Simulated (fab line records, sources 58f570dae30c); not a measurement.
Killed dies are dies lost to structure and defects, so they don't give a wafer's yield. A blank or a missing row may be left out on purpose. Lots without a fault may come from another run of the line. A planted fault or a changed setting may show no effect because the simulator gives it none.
Which tool did it? | flow berkeley_cmos170 | 14 lots, 42 wafers sampled, at 5 steps of a route of 331

WHAT THE GAUGES READ, wafer by wafer
UCB170_START_BOW_MEAS_00.
lot  | measured    | on            | INCOMING_BOW (um)
L292 | day 1 10:01 | film_metro-03 | 5 -2 11
L293 | day 1 15:01 | film_metro-01 | 3 4 -10
L294 | day 1 20:00 | film_metro-04 | -6 -8 6
L295 | day 2 01:04 | film_metro-04 | -3 1 3
L296 | day 2 06:00 | film_metro-01 | -10 1 -1
L297 | day 2 11:04 | film_metro-01 | -9 -10 7
L298 | day 2 16:00 | film_metro-01 | -8 7 1
L299 | day 2 21:01 | film_metro-03 | 1 -1 -7
L303 | day 3 17:00 | film_metro-01 | -3 -2 7
L304 | day 3 22:00 | film_metro-01 | 0 -5 0
L305 | day 4 03:00 | film_metro-03 | 0 12 -6
L306 | day 4 08:00 | film_metro-01 | 1 6 -4
L308 | day 4 18:00 | film_metro-04 | 1 12 5
L314 | day 6 00:01 | film_metro-04 | -7 2 -8

UCB170_SILICIDE_RS_MEAS_02: measures by four-point-probe.
lot  | measured     | on            | SILICIDE_TI_RS (ohm/sq)
L292 | day 6 19:46  | film_metro-02 | 25.7 26.3 25.6
L293 | day 7 02:16  | film_metro-04 | 26.8 26.2 26.8
L294 | day 7 20:18  | film_metro-02 | 25.7 25.8 25.9
L295 | day 7 22:50  | film_metro-02 | 25.8 26.1 26.0
L296 | day 7 15:53  | film_metro-02 | 26.1 26.5 26.3
L297 | day 7 22:50  | film_metro-04 | 26.9 26.4 26.6
L298 | day 7 23:01  | film_metro-04 | 25.9 25.7 25.8
L299 | day 8 17:52  | film_metro-02 | 26.4 26.6 26.0
L303 | day 9 09:35  | film_metro-04 | 26.1 26.1 25.9
L304 | day 9 09:47  | film_metro-01 | 25.7 26.1 26.0
L305 | day 9 09:35  | film_metro-02 | 27.0 26.8 26.5
L306 | day 9 16:46  | film_metro-02 | 11.6 11.8 11.6
L308 | day 9 22:07  | film_metro-01 | 11.7 11.6 11.7
L314 | day 11 21:40 | film_metro-02 | 26.2 26.2 26.2

UCB170_SILICIDE_THK_MEAS_03: measures by xrf.
lot  | measured     | on            | SILICIDE_TI_THK (nm)
L292 | day 6 19:52  | film_metro-02 | 30.1 29.6 30.3
L293 | day 7 02:23  | film_metro-04 | 29.3 29.9 29.3
L294 | day 7 20:25  | film_metro-02 | 30.0 30.0 29.7
L295 | day 7 22:56  | film_metro-02 | 30.0 29.6 29.8
L296 | day 7 16:00  | film_metro-02 | 29.5 29.2 29.3
L297 | day 7 22:55  | film_metro-04 | 29.3 29.7 29.6
L298 | day 7 23:08  | film_metro-04 | 30.1 30.4 30.1
L299 | day 8 17:58  | film_metro-02 | 29.4 29.2 29.8
L303 | day 9 09:42  | film_metro-04 | 29.8 29.9 29.8
L304 | day 9 09:55  | film_metro-01 | 30.0 29.5 29.7
L305 | day 9 09:42  | film_metro-02 | 28.9 29.1 29.3
L306 | day 9 16:53  | film_metro-02 | 59.8 59.5 60.4
L308 | day 9 22:14  | film_metro-01 | 59.4 59.6 59.4
L314 | day 11 21:46 | film_metro-02 | 29.6 29.5 29.6

WHICH TOOL RAN EACH LOT (tool, then ch and the chambers of the sampled wafers, then the start)
lot  | UCB170_ZERO_STRIP_07                | UCB170_SILICIDE_SPUTTER_01
L292 | plasma_asher-03 ch 1, day 1 17:12   | pvd_sputter-04, day 6 19:43
L293 | plasma_asher-04 ch 0,1, day 1 23:43 | pvd_sputter-03, day 7 02:13
L294 | plasma_asher-03 ch 0,1, day 2 05:56 | pvd_sputter-04, day 7 20:16
L295 | plasma_asher-01 ch 0,1, day 2 09:43 | pvd_sputter-04, day 7 22:41
L296 | plasma_asher-01 ch 0,1, day 2 14:51 | pvd_sputter-01, day 7 15:51
L297 | plasma_asher-01 ch 0,1, day 2 22:07 | pvd_sputter-03, day 7 22:41
L298 | plasma_asher-04 ch 0,1, day 3 01:05 | pvd_sputter-01, day 7 22:59
L299 | plasma_asher-04 ch 0,1, day 3 05:28 | pvd_sputter-03, day 8 17:49
L303 | plasma_asher-01 ch 0, day 4 01:27   | pvd_sputter-04, day 9 09:33
L304 | plasma_asher-03 ch 0,1, day 4 08:49 | pvd_sputter-01, day 9 09:46
L305 | plasma_asher-01 ch 1, day 4 13:02   | pvd_sputter-03, day 9 09:33
L306 | plasma_asher-04 ch 0,1, day 4 18:11 | pvd_sputter-03, day 9 16:32
L308 | plasma_asher-01 ch 0,1, day 5 01:28 | pvd_sputter-01, day 9 21:53
L314 | plasma_asher-03 ch 0,1, day 6 19:48 | pvd_sputter-01, day 11 21:37
- UCB170_ZERO_STRIP_07: strips in O2.
- UCB170_SILICIDE_SPUTTER_01: material Ti, target thk 30 nm, time 25 s.

WHAT THE TOOLS THEMSELVES READ (means of the sampled wafers that have a number; where no wafer has one, the mark that the record gives instead)
UCB170_ZERO_STRIP_07.
lot  | tool            | drypump_motor_current_A (A) | oes_product_au (a.u.) | strip_time_to_endpoint_s (s)
L292 | plasma_asher-03 | 5.9                         | 0.725                 | 21.43
L293 | plasma_asher-04 | 6.3                         | 0.729                 | 21.44
L294 | plasma_asher-03 | 5.9                         | 0.727                 | 21.59
L295 | plasma_asher-01 | 5.1                         | 0.728                 | 21.45
L296 | plasma_asher-01 | 5.2                         | 0.727                 | 21.50
L297 | plasma_asher-01 | 5.2                         | 0.730                 | 21.47
L298 | plasma_asher-04 | 6.2                         | 0.726                 | 21.59
L299 | plasma_asher-04 | 6.2                         | 0.723                 | 21.46
L303 | plasma_asher-01 | 5.3                         | 0.725                 | 21.45
L304 | plasma_asher-03 | 5.8                         | 0.722                 | 21.43
L305 | plasma_asher-01 | 5.0                         | 0.727                 | 21.49
L306 | plasma_asher-04 | 6.0                         | 0.731                 | 21.51
L308 | plasma_asher-01 | 5.2                         | 0.730                 | 21.42
L314 | plasma_asher-03 | 5.9                         | 0.726                 | 21.48

UCB170_SILICIDE_SPUTTER_01.
lot  | tool           | throttle_valve_pct (%)
L292 | pvd_sputter-04 | 31.4
L293 | pvd_sputter-03 | 30.0
L294 | pvd_sputter-04 | 30.3
L295 | pvd_sputter-04 | 30.9
L296 | pvd_sputter-01 | 30.0
L297 | pvd_sputter-03 | 29.5
L298 | pvd_sputter-01 | 30.2
L299 | pvd_sputter-03 | 30.0
L303 | pvd_sputter-04 | 30.8
L304 | pvd_sputter-01 | 29.7
L305 | pvd_sputter-03 | 29.6
L306 | pvd_sputter-03 | 29.5
L308 | pvd_sputter-01 | 29.9
L314 | pvd_sputter-01 | 29.9

THE ANSWER, worked out from the rows above alone
Rule: what is usual is taken from the lots themselves. Put in order of their means at a reading, lots are off if they are a third of the lots or fewer, leave a main group of 4 or more, and stand apart from it by a gap of 3 or more times the standard deviation of the main group's means; of several such gaps the widest counts. A main group whose means are all the same, to the digits that the tables above print for the reading, isn't used. A lot without any number at a reading at which 4 lots or more have one is off too. The other lots that the step has rows for count as sound. The gauges are gone through in route order, then the tools' own readings, and for those a lot's mean is taken as printed above. The first step at which some lot is off is used, and at that step the reading that is off furthest; a lot without a number counts as furthest.
Off: L306, L308, at UCB170_SILICIDE_RS_MEAS_02 (SILICIDE_TI_RS). The main group: mean 26.2 ohm/sq, standard deviation 0.33.
A tool fits if, at a process step before that reading, it ran every lot that is off, and no sound lot after the first of them. The gauges at UCB170_SILICIDE_RS_MEAS_02 are tried like those tools. None of those tried fits.

WHAT THE SIMULATOR HAD PUT IN
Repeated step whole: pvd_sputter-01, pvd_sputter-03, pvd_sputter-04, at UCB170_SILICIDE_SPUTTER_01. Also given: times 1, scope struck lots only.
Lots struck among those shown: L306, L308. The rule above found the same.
